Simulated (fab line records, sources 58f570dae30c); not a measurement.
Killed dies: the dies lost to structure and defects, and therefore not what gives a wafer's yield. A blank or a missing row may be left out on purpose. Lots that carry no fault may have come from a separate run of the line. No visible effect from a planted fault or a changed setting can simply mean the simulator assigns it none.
fab line records ; flow berkeleyCmos170
record lots=7; wafers=21; lastDay=14
route steps=331 shown NVT@107 PVT@115
lots untouched by any fault: they come from a run of this same line in which no faults occurred
startH: start of the lot's first displayed wafer, in hours after the record's first day ; waitH: time in hours since the lot's previous step ; " repeats the value in the row above ; L1.1+2: one row covering several wafers at once ; - no value, or no start given ; * or withheld: withheld ; < > ~ a bound
route shown NAME@n: NAME is a module with steps in the file, n the number in the route of the first one ; usual: the fault-free wafers' mean and standard deviation ; same: alike in all rows ; chamber/n: place in a boat ; sites: readings site by site ; _std_site: their standard deviation ; _edge_site: the outer-site mean with the inner-site mean subtracted ; radiusMm: how far each site lies from the wafer's centre ; mask NAME#n: copy n ; behind: the most recent tool/chamber to have shaped the wafer ; hold: the reason the lot was held/the length of the hold in hours/how it ended ; device: names the non-switching transistor (n, p or np) ; end of line: the route-end tests of the same wafers ; a step without rows: its recipe alone ; killed: at the first sort, the dies lost to defects and structure; wafer yield is something else ; map: a wafer's dies, x killed, . not, _ none there
set.NAME: the setting the step ran with; set.NAME@STEP: the setting that earlier step ran with ; model.NAME: the simulator's own value behind a step, which no gauge read
a table for each step, a row for each wafer; lots at some steps of the route
services: when a tool's chamber went out of use (startH, in hours from the record's first day, below 0 if earlier), for how many hours, and the reason
## steps
# step UCB170_NVT_EXPOSE_03
# recipe maskId=PWELL; targetCdNm=3000; na=0.5; sigmaOuter=0.6; sourceShape=conventional; doseMj=30
# step UCB170_NVT_PEB_04
# recipe pebTempC=130; pebTimeS=withheld; resist=KrF
# step UCB170_NVT_DEVELOP_05
# recipe developer=TMAH; developTimeS=45; resist=KrF; devTempC=21
# step UCB170_NVT_OVL_MEAS_06
# usual NVT_OVL=0/6.7
lot.wafer;tool;chamber;startH;waitH;NVT_OVL[nm]
L259.1;overlay-02;-;186.76;-;-4
L259.2;overlay-02;-;186.76;-;0
L259.3;overlay-02;-;186.76;-;0
L263.1;overlay-01;-;202.85;-;-3
L263.4;overlay-01;-;202.85;-;-1
L263.6;overlay-01;-;202.85;-;4
L261.2;overlay-02;-;203.70;-;2
L261.3;overlay-02;-;203.70;-;9
L261.4;overlay-02;-;203.70;-;-3
L264.3;overlay-01;-;221.16;-;-6
L264.4;overlay-01;-;221.16;-;-3
L264.5;overlay-01;-;221.16;-;0
L268.4;overlay-01;-;234.72;-;6
L268.5;overlay-01;-;234.72;-;-4
L268.6;overlay-01;-;234.72;-;12
L267.1;overlay-02;-;234.82;-;5
L267.3;overlay-02;-;234.82;-;7
L267.6;overlay-02;-;234.82;-;1
L276.3;overlay-02;-;284.67;-;15
L276.5;overlay-02;-;284.67;-;7
L276.6;overlay-02;-;284.67;-;1
# step UCB170_NVT_IMPLANT_07
# recipe species=BF2; doseCm2=3e+12; energyKev=50; tiltDeg=7
# step UCB170_NVT_STRIP_08
# recipe chemistry=O2; powerW=400; pressureMtorr=3500; platenTempC=withheld; o2FlowSccm=400; overashFraction=0.5
# usual drypumpMotorCurrentA=5.8/0.41; o2FlowSccm=400.1/1.3; oesProductAu=0.734/0.0045; stripTimeToEndpointS=21.61/0.058
lot.wafer;tool;chamber;startH;waitH;drypumpMotorCurrentA;o2FlowSccm;oesProductAu;rfHoursCounterH;stripTimeToEndpointS
L259.1;plasmaAsher-01;0;186.94;0.1;5.4;399.6;0.724;38;21.62
L259.2;plasmaAsher-01;1;186.94;0.1;5.7;401.0;0.739;38;21.68
L259.3;plasmaAsher-01;0;186.94;0.1;5.4;400.5;0.734;-;21.66
L263.1;plasmaAsher-03;1;203.04;0.1;6.4;400.0;0.726;7;21.50
L263.4;plasmaAsher-03;1;203.04;0.1;6.4;401.2;0.736;-;21.54
L263.6;plasmaAsher-03;1;203.04;0.1;6.4;401.3;0.737;-;21.48
L261.2;plasmaAsher-03;1;203.88;0.1;6.5;400.3;0.733;7;21.60
L261.3;plasmaAsher-03;0;203.88;0.1;5.6;401.5;0.732;-;21.58
L261.4;plasmaAsher-03;1;203.88;0.1;6.4;400.5;0.735;-;21.64
L264.3;plasmaAsher-04;0;221.37;0.1;5.4;401.2;0.738;-;21.62
L264.4;plasmaAsher-04;1;221.37;0.1;5.5;399.3;0.734;-;21.57
L264.5;plasmaAsher-04;1;221.37;0.1;5.5;398.2;0.731;-;21.55
L268.4;plasmaAsher-03;1;234.92;0.1;6.4;399.8;0.733;-;21.55
L268.5;plasmaAsher-03;0;234.92;0.1;5.6;399.7;0.734;-;21.58
L268.6;plasmaAsher-03;1;234.92;0.1;6.4;401.0;0.729;-;21.63
L267.1;plasmaAsher-03;1;235.00;0.1;6.4;397.5;0.740;11;21.69
L267.3;plasmaAsher-03;0;235.00;0.1;5.6;399.3;0.729;-;21.64
L267.6;plasmaAsher-03;0;235.00;0.1;5.6;398.5;0.729;-;21.63
L276.3;plasmaAsher-03;1;284.88;0.1;6.4;402.3;0.726;-;21.71
L276.5;plasmaAsher-03;0;284.88;0.1;5.6;400.0;0.733;-;21.74
L276.6;plasmaAsher-03;1;284.88;0.1;6.4;401.6;0.739;-;21.73
# step UCB170_NVT_TW_MEAS_09
# usual NVT_TW=523/4.4
lot.wafer;tool;chamber;startH;waitH;NVT_TW
L259.1;filmMetro-01;-;187.04;0.1;522
L259.2;filmMetro-01;-;187.04;0.1;519
L259.3;filmMetro-01;-;187.04;0.1;521
L263.1;filmMetro-02;-;203.14;0.1;516
L263.4;filmMetro-02;-;203.14;0.1;519
L263.6;filmMetro-02;-;203.14;0.1;518
L261.2;filmMetro-04;-;203.99;0.1;532
L261.3;filmMetro-04;-;203.99;0.1;526
L261.4;filmMetro-04;-;203.99;0.1;531
L264.3;filmMetro-02;-;221.46;0.1;525
L264.4;filmMetro-02;-;221.46;0.1;521
L264.5;filmMetro-02;-;221.46;0.1;519
L268.4;filmMetro-04;-;235.02;0.1;531
L268.5;filmMetro-04;-;235.02;0.1;527
L268.6;filmMetro-04;-;235.02;0.1;528
L267.1;filmMetro-02;-;235.10;0.1;526
L267.3;filmMetro-02;-;235.10;0.1;524
L267.6;filmMetro-02;-;235.10;0.1;525
L276.3;filmMetro-04;-;284.96;0.1;526
L276.5;filmMetro-04;-;284.96;0.1;527
L276.6;filmMetro-04;-;284.96;0.1;527
# step UCB170_NVT_CLEAN_10
# recipe chemistry=SPM; tempC=120; timeS=600
# step UCB170_PVT_HMDS_00
# recipe primeTimeS=60; primeTempC=100
# step UCB170_PVT_COAT_01
# recipe resist=KrF; spinRpm=1500; resistThkNm=900
# step UCB170_PVT_SOFTBAKE_02
# recipe resist=KrF; tempC=130; timeS=60
# step UCB170_PVT_EXPOSE_03
# recipe maskId=NWELL; targetCdNm=3000; na=0.5; sigmaOuter=0.6; sourceShape=conventional; doseMj=30
# step UCB170_PVT_PEB_04
# recipe pebTempC=130; pebTimeS=withheld; resist=KrF
# usual chillPlateTempC=23.01/0.1; exhaustPa=45.1/0.92; plateTempC=130.02/0.14
lot.wafer;tool;chamber;startH;waitH;chillPlateTempC;exhaustPa;plateTempC
L259.1;lithoTrack-01;0;188.30;0.1;23.01;45.9;130.10
L259.2;lithoTrack-01;0;188.30;0.1;23.19;45.2;130.06
L259.3;lithoTrack-01;0;188.30;0.1;23.16;45.4;130.10
L263.1;lithoTrack-03;0;204.77;0.5;22.92;44.4;130.15
L263.4;lithoTrack-03;0;204.77;0.5;22.93;45.1;130.02
L263.6;lithoTrack-03;0;204.77;0.5;23.06;44.8;130.05
L261.2;lithoTrack-02;0;205.17;0.2;23.10;45.0;129.84
L261.3;lithoTrack-02;0;205.17;0.2;23.17;45.3;129.93
L261.4;lithoTrack-02;0;205.17;0.2;23.14;46.0;129.88
L264.3;lithoTrack-03;-;225.95;0.4;-;-;-
L264.4;lithoTrack-03;-;225.95;0.4;-;-;-
L264.5;lithoTrack-03;-;225.95;0.4;-;-;-
L268.4;lithoTrack-03;-;237.29;0.1;-;-;-
L268.5;lithoTrack-03;-;237.29;0.1;-;-;-
L268.6;lithoTrack-03;-;237.29;0.1;-;-;-
L267.1;lithoTrack-02;-;237.33;0.1;-;-;-
L267.3;lithoTrack-02;-;237.33;0.1;-;-;-
L267.6;lithoTrack-02;-;237.33;0.1;-;-;-
L276.3;lithoTrack-02;0;286.61;0.5;23.10;43.4;130.15
L276.5;lithoTrack-02;0;286.61;0.5;22.95;43.4;129.91
L276.6;lithoTrack-02;0;286.61;0.5;22.94;44.4;130.03
# step UCB170_PVT_DEVELOP_05
# recipe developer=TMAH; developTimeS=45; resist=KrF; devTempC=21
## services
tool;chamber;startH;hours;kind
plasmaAsher-01;-;193.64;109.0;repair
## key
firstSign step=UCB170_PVT_PEB_04; reading=toolRecord; direction=missing
effect none on later readings
metAt UCB170_PVT_PEB_04
struckWafers L264.3,L264.4,L264.5,L267.1,L267.3,L267.6,L268.4,L268.5,L268.6
sortLeftOut L264.3,L264.4,L264.5,L267.1,L267.3,L267.6,L268.4,L268.5,L268.6
testerLeftOut L264,L267,L268
onsetBetween 205.17 225.95
fault kind=skippedStepWhole; tool=lithoTrack-02,lithoTrack-03; chamber=-; onsetH=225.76; steps=UCB170_PVT_PEB_04; scope=struckLotsOnly
# testerLeftOut: of these lots the tester's yield and bins aren't shown, on N5 and GAA mostly nor the transistor test; their killed dies are dies lost to structure and defects alone, not to doping, threshold or leakage, so they don't give the yield
# sortLeftOut: the simulated sort isn't trusted on such a fault, so these wafers' sort isn't shown, and their yield isn't known
